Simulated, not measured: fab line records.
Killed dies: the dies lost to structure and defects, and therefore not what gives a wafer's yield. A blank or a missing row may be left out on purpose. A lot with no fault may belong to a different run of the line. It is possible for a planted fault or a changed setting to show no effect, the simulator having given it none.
Which tool did it? :: flow berkeley-cmos170 :: Sampling: 14 lots, 42 wafers, 6 of 331 route steps

WHAT THE GAUGES SHOWED, per wafer
UCB170_V2_CD_MEAS_12: target cd 700 nm.
lot: L490
measured: day 9 10:13
on: cd-sem-01
cd-nm (nm): 697.9 699.5 699.5

lot: L493
measured: day 9 21:06
on: cd-sem-01
cd-nm (nm): 700.0 700.2 698.5

lot: L495
measured: day 10 00:03
on: cd-sem-02
cd-nm (nm): 697.8 699.3 698.4

lot: L498
measured: day 10 18:28
on: cd-sem-01
cd-nm (nm): 698.6 698.8 698.9

lot: L496
measured: day 10 18:32
on: cd-sem-02
cd-nm (nm): 699.4 699.3 699.7

lot: L497
measured: day 10 21:37
on: cd-sem-02
cd-nm (nm): 698.5 699.2 698.3

lot: L501
measured: day 11 06:23
on: cd-sem-01
cd-nm (nm): 701.7 703.1 702.1

lot: L503
measured: day 11 14:16
on: cd-sem-02
cd-nm (nm): 698.5 697.3 697.6

lot: L504
measured: day 11 15:59
on: cd-sem-02
cd-nm (nm): 701.3 700.5 702.5

lot: L506
measured: day 12 02:11
on: cd-sem-02
cd-nm (nm): 703.0 703.2 702.6

lot: L509
measured: day 12 06:37
on: cd-sem-01
cd-nm (nm): 700.6 700.8 699.2

lot: L510
measured: day 13 07:41
on: cd-sem-01
cd-nm (nm): 701.7 701.3 701.7

lot: L511
measured: day 13 08:44
on: cd-sem-01
cd-nm (nm): 701.1 700.2 699.4

lot: L513
measured: day 13 09:25
on: cd-sem-01
cd-nm (nm): 699.2 698.2 698.2

UCB170_M3_RS_MEAS_02: measurement is done with a four-point probe.
lot: L490
measured: day 9 10:55
on: film-metro-02
M3_AL_RS (ohm/sq): 0.0320 0.0323 0.0320

lot: L493
measured: day 9 21:50
on: film-metro-03
M3_AL_RS (ohm/sq): 0.0331 0.0328 0.0328

lot: L495
measured: day 10 00:45
on: film-metro-02
M3_AL_RS (ohm/sq): 0.0321 0.0319 0.0320

lot: L498
measured: day 10 19:10
on: film-metro-01
M3_AL_RS (ohm/sq): 0.0325 0.0324 0.0326

lot: L496
measured: day 10 19:16
on: film-metro-03
M3_AL_RS (ohm/sq): 0.0321 0.0320 0.0319

lot: L497
measured: day 10 22:19
on: film-metro-02
M3_AL_RS (ohm/sq): 0.0319 0.0318 0.0318

lot: L501
measured: day 11 07:06
on: film-metro-01
M3_AL_RS (ohm/sq): 0.0319 0.0322 0.0321

lot: L503
measured: day 11 15:02
on: film-metro-03
M3_AL_RS (ohm/sq): 0.0326 0.0243 0.0334

lot: L504
measured: day 11 16:41
on: film-metro-02
M3_AL_RS (ohm/sq): 0.0326 0.0323 0.0324

lot: L506
measured: day 12 02:53
on: film-metro-01
M3_AL_RS (ohm/sq): 0.0320 0.0239 0.0321

lot: L509
measured: day 12 07:19
on: film-metro-03
M3_AL_RS (ohm/sq): 0.0326 0.0323 0.0323

lot: L510
measured: day 13 08:24
on: film-metro-02
M3_AL_RS (ohm/sq): 0.0321 0.0321 0.0322

lot: L511
measured: day 13 09:26
on: film-metro-02
M3_AL_RS (ohm/sq): 0.0323 0.0321 0.0322

lot: L513
measured: day 13 10:07
on: film-metro-02
M3_AL_RS (ohm/sq): 0.0322 0.0320 0.0322

UCB170_M3_THK_MEAS_03: measures by xrf.
lot: L490
measured: day 9 11:02
on: film-metro-02
M3_AL_THK (nm): 888 886 887

lot: L493
measured: day 9 21:57
on: film-metro-03
M3_AL_THK (nm): 870 874 876

lot: L495
measured: day 10 00:50
on: film-metro-02
M3_AL_THK (nm): 894 907 897

lot: L498
measured: day 10 19:17
on: film-metro-01
M3_AL_THK (nm): 889 893 882

lot: L496
measured: day 10 19:22
on: film-metro-03
M3_AL_THK (nm): 895 894 898

lot: L497
measured: day 10 22:24
on: film-metro-02
M3_AL_THK (nm): 907 904 908

lot: L501
measured: day 11 07:13
on: film-metro-01
M3_AL_THK (nm): 897 890 893

lot: L503
measured: day 11 15:08
on: film-metro-03
M3_AL_THK (nm): 885 1183 860

lot: L504
measured: day 11 16:47
on: film-metro-02
M3_AL_THK (nm): 882 891 889

lot: L506
measured: day 12 02:59
on: film-metro-01
M3_AL_THK (nm): 905 1203 902

lot: L509
measured: day 12 07:25
on: film-metro-03
M3_AL_THK (nm): 882 889 888

lot: L510
measured: day 13 08:31
on: film-metro-02
M3_AL_THK (nm): 895 886 895

lot: L511
measured: day 13 09:33
on: film-metro-02
M3_AL_THK (nm): 884 891 886

lot: L513
measured: day 13 10:14
on: film-metro-02
M3_AL_THK (nm): 888 899 886

UCB170_M3_CD_MEAS_15: target cd 700 nm.
lot: L490
measured: day 9 16:49
on: cd-sem-02
cd-nm (nm): 699.4 699.4 699.0

lot: L493
measured: day 9 23:40
on: cd-sem-02
cd-nm (nm): 699.6 700.4 700.4

lot: L495
measured: day 10 05:11
on: cd-sem-02
cd-nm (nm): 701.0 699.7 700.4

lot: L498
measured: day 10 21:14
on: cd-sem-01
cd-nm (nm): 698.0 699.7 699.0

lot: L496
measured: day 10 21:50
on: cd-sem-02
cd-nm (nm): 698.8 700.2 697.6

lot: L497
measured: day 11 01:57
on: cd-sem-01
cd-nm (nm): 701.1 702.7 702.7

lot: L501
measured: day 11 09:02
on: cd-sem-02
cd-nm (nm): 701.8 700.9 700.1

lot: L503
measured: day 11 17:23
on: cd-sem-01
cd-nm (nm): 699.8 698.9 698.7

lot: L504
measured: day 11 19:26
on: cd-sem-01
cd-nm (nm): 701.2 699.9 701.5

lot: L506
measured: day 12 05:02
on: cd-sem-02
cd-nm (nm): 701.5 703.4 702.4

lot: L509
measured: day 12 09:28
on: cd-sem-02
cd-nm (nm): 696.3 698.0 697.3

lot: L510
measured: day 13 13:51
on: cd-sem-01
cd-nm (nm): 700.6 700.1 701.6

lot: L511
measured: day 13 13:43
on: cd-sem-01
cd-nm (nm): 700.2 701.0 701.4

lot: L513
measured: day 13 13:35
on: cd-sem-01
cd-nm (nm): 698.6 698.2 698.7

EACH LOT AND THE TOOL THAT RAN IT (in order: tool; ch and the chambers of the sampled wafers; start)
lot: L490
UCB170_M2_STRIP_19: plasma-asher-01 ch 0,1, day 9 07:04
UCB170_M3_SPUTTER_01: pvd-sputter-04, day 9 10:50

lot: L493
UCB170_M2_STRIP_19: plasma-asher-01 ch 0,1, day 9 17:08
UCB170_M3_SPUTTER_01: pvd-sputter-04, day 9 21:43

lot: L495
UCB170_M2_STRIP_19: plasma-asher-01 ch 0,1, day 9 21:58
UCB170_M3_SPUTTER_01: pvd-sputter-03, day 10 00:39

lot: L498
UCB170_M2_STRIP_19: plasma-asher-01 ch 0,1, day 10 14:57
UCB170_M3_SPUTTER_01: pvd-sputter-02, day 10 19:05

lot: L496
UCB170_M2_STRIP_19: plasma-asher-04 ch 0,1, day 10 15:13
UCB170_M3_SPUTTER_01: pvd-sputter-03, day 10 19:08

lot: L497
UCB170_M2_STRIP_19: plasma-asher-03 ch 0,1, day 10 18:20
UCB170_M3_SPUTTER_01: pvd-sputter-02, day 10 22:10

lot: L501
UCB170_M2_STRIP_19: plasma-asher-03 ch 0,1, day 11 04:26
UCB170_M3_SPUTTER_01: pvd-sputter-04, day 11 06:59

lot: L503
UCB170_M2_STRIP_19: plasma-asher-03 ch 0,1, day 11 12:05
UCB170_M3_SPUTTER_01: pvd-sputter-02, day 11 14:56

lot: L504
UCB170_M2_STRIP_19: plasma-asher-04 ch 0,1, day 11 13:51
UCB170_M3_SPUTTER_01: pvd-sputter-04, day 11 16:34

lot: L506
UCB170_M2_STRIP_19: plasma-asher-03 ch 0,1, day 11 23:49
UCB170_M3_SPUTTER_01: pvd-sputter-02, day 12 02:47

lot: L509
UCB170_M2_STRIP_19: plasma-asher-03 ch 0,1, day 12 04:32
UCB170_M3_SPUTTER_01: pvd-sputter-03, day 12 07:12

lot: L510
UCB170_M2_STRIP_19: plasma-asher-04 ch 0, day 13 05:31
UCB170_M3_SPUTTER_01: pvd-sputter-03, day 13 08:19

lot: L511
UCB170_M2_STRIP_19: plasma-asher-03 ch 0,1, day 13 05:51
UCB170_M3_SPUTTER_01: pvd-sputter-04, day 13 09:21

lot: L513
UCB170_M2_STRIP_19: plasma-asher-01 ch 0,1, day 13 06:27
UCB170_M3_SPUTTER_01: pvd-sputter-03, day 13 10:01
- UCB170_M2_STRIP_19: strips in O2.
- UCB170_M3_SPUTTER_01: material Al, target thk 900 nm, time 120 s.

AS READ BY THE TOOLS THEMSELVES (means over the sampled wafers that have a number; for cases with no such wafer, the mark the record gives instead)
UCB170_M2_STRIP_19.
lot: L490
tool: plasma-asher-01
drypump-motor-current-A (A): 6.2
oes-product-au (a.u.): 0.539

lot: L493
tool: plasma-asher-01
drypump-motor-current-A (A): 6.2
oes-product-au (a.u.): 0.543

lot: L495
tool: plasma-asher-01
drypump-motor-current-A (A): 6.2
oes-product-au (a.u.): 0.549

lot: L498
tool: plasma-asher-01
drypump-motor-current-A (A): 6.2
oes-product-au (a.u.): 0.533

lot: L496
tool: plasma-asher-04
drypump-motor-current-A (A): 5.3
oes-product-au (a.u.): 0.541

lot: L497
tool: plasma-asher-03
drypump-motor-current-A (A): 6.3
oes-product-au (a.u.): 0.541

lot: L501
tool: plasma-asher-03
drypump-motor-current-A (A): 6.2
oes-product-au (a.u.): 0.548

lot: L503
tool: plasma-asher-03
drypump-motor-current-A (A): 5.9
oes-product-au (a.u.): 0.555

lot: L504
tool: plasma-asher-04
drypump-motor-current-A (A): 5.4
oes-product-au (a.u.): 0.559

lot: L506
tool: plasma-asher-03
drypump-motor-current-A (A): 6.3
oes-product-au (a.u.): 0.531

lot: L509
tool: plasma-asher-03
drypump-motor-current-A (A): 6.3
oes-product-au (a.u.): 0.542

lot: L510
tool: plasma-asher-04
drypump-motor-current-A (A): 5.2
oes-product-au (a.u.): 0.534

lot: L511
tool: plasma-asher-03
drypump-motor-current-A (A): 5.8
oes-product-au (a.u.): 0.547

lot: L513
tool: plasma-asher-01
drypump-motor-current-A (A): 6.2
oes-product-au (a.u.): 0.549

UCB170_M3_SPUTTER_01.
lot: L490
tool: pvd-sputter-04
throttle-valve-pct (%): 30.1

lot: L493
tool: pvd-sputter-04
throttle-valve-pct (%): 29.8

lot: L495
tool: pvd-sputter-03
throttle-valve-pct (%): 30.7

lot: L498
tool: pvd-sputter-02
throttle-valve-pct (%): 29.7

lot: L496
tool: pvd-sputter-03
throttle-valve-pct (%): 30.4

lot: L497
tool: pvd-sputter-02
throttle-valve-pct (%): 29.5

lot: L501
tool: pvd-sputter-04
throttle-valve-pct (%): 29.5

lot: L503
tool: pvd-sputter-02
throttle-valve-pct (%): 29.8

lot: L504
tool: pvd-sputter-04
throttle-valve-pct (%): 30.2

lot: L506
tool: pvd-sputter-02
throttle-valve-pct (%): 29.4

lot: L509
tool: pvd-sputter-03
throttle-valve-pct (%): 30.6

lot: L510
tool: pvd-sputter-03
throttle-valve-pct (%): 29.7

lot: L511
tool: pvd-sputter-04
throttle-valve-pct (%): 29.8

lot: L513
tool: pvd-sputter-03
throttle-valve-pct (%): 31.3

THE ANSWER, worked out from the rows above alone
Rule: usual is defined by the lots themselves. The widest of any qualifying gaps counts: lots, ordered by their means at a reading, are off when they make up no more than a third of the lots, leave a main group of 4 or more, and stand apart from it by 3 or more times the standard deviation of that group's means. The tables above print the reading to a certain number of digits; a main group whose means all agree to those digits is not used. A lot without any number at a reading at which 4 lots or more have one is off too. All remaining lots with rows at the step are treated as sound. After the gauges, taken in route order, come the tools' own readings; for these a lot's mean is taken, as printed above. At the first step where some lot is off, the reading lying furthest off is the one used; lots without a number count as furthest.
Off: at UCB170_M3_RS_MEAS_02 (M3_AL_RS), L503, L506. For the main group the mean is 0.0322 ohm/sq and the standard deviation 0.00028.
A tool fits if, at a process step before that reading, it ran every lot that is off, and no sound lot after the first of them. Those tools and the gauges at UCB170_M3_RS_MEAS_02 are tried in the same way. One fits: UCB170_M3_SPUTTER_01 on pvd-sputter-02. Its last sound lot is L497 (day 10 22:10), its first lot that is off L503 (day 11 14:56): a fault that began between those two fits.

WHAT THE SIMULATOR PUT IN
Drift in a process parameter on pvd-sputter-02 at UCB170_M3_SPUTTER_01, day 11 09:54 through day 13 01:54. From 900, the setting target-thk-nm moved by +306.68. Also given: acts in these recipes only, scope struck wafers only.
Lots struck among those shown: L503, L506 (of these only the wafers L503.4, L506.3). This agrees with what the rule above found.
